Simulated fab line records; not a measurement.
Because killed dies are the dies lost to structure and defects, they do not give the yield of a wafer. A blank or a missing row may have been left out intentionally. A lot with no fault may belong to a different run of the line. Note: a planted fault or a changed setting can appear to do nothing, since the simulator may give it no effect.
The tool behind it: which one? + flow berkeley cmos170 + Sampling: 12 lots, 36 wafers, 6 of 331 route steps

== WHAT THE GAUGES READ, wafer by wafer ==
UCB170_ACTIVE_OVL_MEAS_14. Usual: ACTIVE_OVL gives -5 nm (standard deviation 5.4).
| lot  | measured    | on         | ACTIVE_OVL (nm) | flag |
|------|-------------|------------|-----------------|------|
| L942 | day 5 01:11 | overlay-01 | -2 1 -7         |      |
| L943 | day 5 06:44 | overlay-02 | -6 -5 -9        |      |
| L949 | day 6 18:32 | overlay-02 | -8 0 -11        |      |
| L950 | day 7 02:49 | overlay-02 | -1 8 -2         |      |
| L955 | day 7 23:04 | overlay-02 | -9 -8 -11       |      |
| L957 | day 8 03:53 | overlay-02 | -8 -19 -9       |      |
| L956 | day 8 03:59 | overlay-02 | -4 -6 -3        |      |
| L958 | day 9 02:18 | overlay-01 | -9 -14 -8       |      |
| L959 | day 9 02:28 | overlay-02 | -10 -11 -10     |      |
| L961 | day 9 02:52 | overlay-02 | -5 -3 -6        |      |
| L960 | day 9 09:04 | overlay-01 | -11 -7 -10      |      |
| L962 | day 9 09:10 | overlay-01 | -4 -12 -8       |      |

UCB170_GATE_THK_MEAS_05. Usual: GATE_POLY_THK gives 214.0 nm (standard deviation 2.5).
| lot  | measured     | on            | GATE_POLY_THK (nm) | flag |
|------|--------------|---------------|--------------------|------|
| L942 | day 7 15:32  | film metro-02 | 215.0 214.8 213.3  |      |
| L943 | day 7 15:29  | film metro-04 | 213.9 215.3 216.0  |      |
| L949 | day 8 22:59  | film metro-02 | 211.8 208.9 211.5  |      |
| L950 | day 9 05:20  | film metro-02 | 215.4 216.0 215.1  |      |
| L955 | day 10 05:13 | film metro-02 | 215.7 217.5 216.1  |      |
| L957 | day 10 05:11 | film metro-01 | 214.6 215.6 217.1  |      |
| L956 | day 10 05:13 | film metro-04 | 213.4 213.8 213.2  |      |
| L958 | day 11 06:59 | film metro-04 | 211.9 213.2 212.7  |      |
| L959 | day 11 07:00 | film metro-01 | 214.2 214.0 213.5  |      |
| L961 | day 11 07:04 | film metro-02 | 215.8 215.9 214.6  |      |
| L960 | day 11 11:17 | film metro-01 | 212.4 212.8 212.4  |      |
| L962 | day 11 11:16 | film metro-02 | 215.8 214.9 214.6  |      |

UCB170_M2_CD_MEAS_90: target cd 700 nm. Usual: cd nm 700 nm, standard deviation 3.5.
| lot  | measured     | on        | cd nm (nm)  | flag |
|------|--------------|-----------|-------------|------|
| L942 | day 9 02:24  | cd sem-01 | 693 699 696 |      |
| L943 | day 8 22:45  | cd sem-01 | 695 697 692 |      |
| L949 | day 10 05:21 | cd sem-02 | 719 723 722 | OFF  |
| L950 | day 10 17:44 | cd sem-01 | 722 722 720 | OFF  |
| L955 | day 11 18:44 | cd sem-02 | 697 702 698 |      |
| L957 | day 11 14:43 | cd sem-02 | 700 703 700 |      |
| L956 | day 11 15:23 | cd sem-01 | 699 711 701 |      |
| L958 | day 12 18:26 | cd sem-02 | 701 696 699 |      |
| L959 | day 12 14:14 | cd sem-02 | 698 699 696 |      |
| L961 | day 12 16:37 | cd sem-02 | 702 697 702 |      |
| L960 | day 13 04:07 | cd sem-02 | 698 700 701 |      |
| L962 | day 12 21:01 | cd sem-01 | 704 699 706 |      |

== TOOL THAT RAN EACH LOT (tool first, then ch and the chambers of the sampled wafers, then the start) ==
| lot  | UCB170_NVT_STRIP_08                  | UCB170_M2_METAL_ETCH_18           | UCB170_M2_STRIP_19                   |
|------|--------------------------------------|-----------------------------------|--------------------------------------|
| L942 | plasma asher-01 ch 0,1, day 6 21:07  | rie metal-02 ch 0,1, day 9 02:07  | plasma asher-01 ch 0,1, day 9 02:18  |
| L943 | plasma asher-03 ch 0,1, day 6 21:23  | rie metal-03 ch 0, day 8 22:28    | plasma asher-04 ch 0,1, day 8 22:39  |
| L949 | plasma asher-01 ch 0,1, day 8 07:33  | rie metal-02 ch 0, day 10 04:58   | plasma asher-04 ch 0,1, day 10 05:14 |
| L950 | plasma asher-02 ch 0,1, day 8 13:38  | rie metal-02 ch 0,1, day 10 17:28 | plasma asher-01 ch 0,1, day 10 17:38 |
| L955 | plasma asher-01 ch 0,1, day 9 12:20  | rie metal-01 ch 0,1, day 11 18:26 | plasma asher-01 ch 0,1, day 11 18:38 |
| L957 | plasma asher-02 ch 0,1, day 9 17:17  | rie metal-01 ch 0,1, day 11 14:26 | plasma asher-04 ch 0,1, day 11 14:36 |
| L956 | plasma asher-03 ch 0,1, day 9 17:29  | rie metal-03 ch 0,1, day 11 15:06 | plasma asher-01 ch 0,1, day 11 15:17 |
| L958 | plasma asher-01 ch 0,1, day 10 14:44 | rie metal-01 ch 0,1, day 12 18:08 | plasma asher-03 ch 0,1, day 12 18:20 |
| L959 | plasma asher-02 ch 0,1, day 10 14:40 | rie metal-01 ch 0,1, day 12 13:55 | plasma asher-03 ch 0,1, day 12 14:07 |
| L961 | plasma asher-02 ch 0,1, day 10 14:56 | rie metal-01 ch 0,1, day 12 16:21 | plasma asher-03 ch 0,1, day 12 16:31 |
| L960 | plasma asher-01 ch 0,1, day 10 21:31 | rie metal-01 ch 0,1, day 13 03:50 | plasma asher-04 ch 0,1, day 13 04:00 |
| L962 | plasma asher-03 ch 1, day 10 21:44   | rie metal-03 ch 0,1, day 12 20:44 | plasma asher-04 ch 0,1, day 12 20:55 |
- UCB170_NVT_STRIP_08: strips in O2.
- UCB170_M2_METAL_ETCH_18: etches Al in Cl2/BCl3, stops on SiO2, target depth 1170 nm, time 195 s.
- UCB170_M2_STRIP_19: strips in O2.

== AS READ BY THE TOOLS THEMSELVES (means over the sampled wafers that have a number; for cases with no such wafer, the mark the record gives instead) ==
UCB170_NVT_STRIP_08. Usual: drypump motor current A 5.9 A, standard deviation 0.67; oes product au 0.735 a.u., standard deviation 0.0048; strip time to endpoint s 21.64 s, standard deviation 0.056.
| lot  | tool            | drypump motor current A (A) | oes product au (a.u.) | strip time to endpoint s (s) | flag |
|------|-----------------|-----------------------------|-----------------------|------------------------------|------|
| L942 | plasma asher-01 | 6.0                         | 0.733                 | 21.66                        |      |
| L943 | plasma asher-03 | 5.5                         | 0.732                 | 21.78                        |      |
| L949 | plasma asher-01 | 5.6                         | 0.738                 | 21.63                        |      |
| L950 | plasma asher-02 | 6.0                         | 0.737                 | 21.64                        |      |
| L955 | plasma asher-01 | 5.6                         | 0.736                 | 21.60                        |      |
| L957 | plasma asher-02 | 6.0                         | 0.738                 | 21.63                        |      |
| L956 | plasma asher-03 | 5.4                         | 0.732                 | 21.59                        |      |
| L958 | plasma asher-01 | 6.0                         | 0.733                 | 21.64                        |      |
| L959 | plasma asher-02 | 6.0                         | 0.735                 | 21.65                        |      |
| L961 | plasma asher-02 | 6.1                         | 0.732                 | 21.69                        |      |
| L960 | plasma asher-01 | 5.6                         | 0.731                 | 21.59                        |      |
| L962 | plasma asher-03 | 4.9                         | 0.734                 | 21.67                        |      |

UCB170_M2_METAL_ETCH_18. Usual: drypump motor current A 5.8 A, standard deviation 0.49; oes product au 0.855 a.u., standard deviation 0.02; throttle valve pct 24.54 %, standard deviation 0.19.
| lot  | tool         | drypump motor current A (A) | oes product au (a.u.) | throttle valve pct (%) | flag |
|------|--------------|-----------------------------|-----------------------|------------------------|------|
| L942 | rie metal-02 | 5.3                         | 0.847                 | 24.58                  |      |
| L943 | rie metal-03 | 5.9                         | 0.832                 | 24.87                  |      |
| L949 | rie metal-02 | 6.3                         | 0.769                 | 24.57                  | OFF  |
| L950 | rie metal-02 | 5.7                         | 0.763                 | 24.60                  | OFF  |
| L955 | rie metal-01 | 5.7                         | 0.864                 | 24.57                  |      |
| L957 | rie metal-01 | 5.9                         | 0.850                 | 24.50                  |      |
| L956 | rie metal-03 | 6.1                         | 0.849                 | 24.63                  |      |
| L958 | rie metal-01 | 5.7                         | 0.853                 | 24.56                  |      |
| L959 | rie metal-01 | 5.7                         | 0.866                 | 24.56                  |      |
| L961 | rie metal-01 | 5.9                         | 0.843                 | 24.50                  |      |
| L960 | rie metal-01 | 5.9                         | 0.856                 | 24.49                  |      |
| L962 | rie metal-03 | 6.2                         | 0.861                 | 24.41                  |      |

UCB170_M2_STRIP_19. Usual: drypump motor current A 5.6 A, standard deviation 0.69; oes product au 0.544 a.u., standard deviation 0.01.
| lot  | tool            | drypump motor current A (A) | oes product au (a.u.) | flag |
|------|-----------------|-----------------------------|-----------------------|------|
| L942 | plasma asher-01 | 6.0                         | 0.543                 |      |
| L943 | plasma asher-04 | 5.2                         | 0.552                 |      |
| L949 | plasma asher-04 | 5.1                         | 0.723                 | OFF  |
| L950 | plasma asher-01 | 5.5                         | 0.718                 | OFF  |
| L955 | plasma asher-01 | 5.6                         | 0.543                 |      |
| L957 | plasma asher-04 | 5.3                         | 0.543                 |      |
| L956 | plasma asher-01 | 5.6                         | 0.544                 |      |
| L958 | plasma asher-03 | 6.0                         | 0.544                 |      |
| L959 | plasma asher-03 | 5.5                         | 0.541                 |      |
| L961 | plasma asher-03 | 5.5                         | 0.535                 |      |
| L960 | plasma asher-04 | 5.2                         | 0.535                 |      |
| L962 | plasma asher-04 | 5.3                         | 0.553                 |      |

== THE ANSWER, worked out from the rows above alone ==
Rule: lot off if the mean of its wafers having a number is beyond 3 standard deviations from the usual mean. Also off: a lot with no number at a reading for which 4 or more lots have one. The other lots that the step has rows for count as sound. The gauges are gone through in route order, then the tools' own readings, and for those a lot's mean is taken as printed above. At the first step where some lot is off, the reading lying furthest off is the one used; lots without a number count as furthest.
Off at UCB170_M2_CD_MEAS_90 (cd nm): L949, L950.
If a tool, at a process step before that reading, ran all the lots that are off and no sound lot after the first of them, it fits. Not tried: the gauges at UCB170_M2_CD_MEAS_90; whatever is off there is also off at UCB170_M2_METAL_ETCH_18, on other tools, and gauge error can't account for it. One fits: UCB170_M2_METAL_ETCH_18 on rie metal-02. A fault onset in the window from L942 (day 9 02:07, its last sound lot) to L949 (day 10 04:58, its first lot off) fits.
The tool's own readings at UCB170_M2_METAL_ETCH_18 bear it out: on the lots that are off they differ by more than 5 times the standard deviation of the sound lots' means. oes product au reads 0.766 a.u. there against 0.852 a.u. on the sound lots.

== WHAT HAD BEEN PUT IN BY THE SIMULATOR ==
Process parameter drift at UCB170_M2_METAL_ETCH_18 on rie metal-02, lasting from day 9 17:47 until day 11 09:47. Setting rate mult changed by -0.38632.
Shown lots that were struck: L949, L950. Same finding as the rule above.
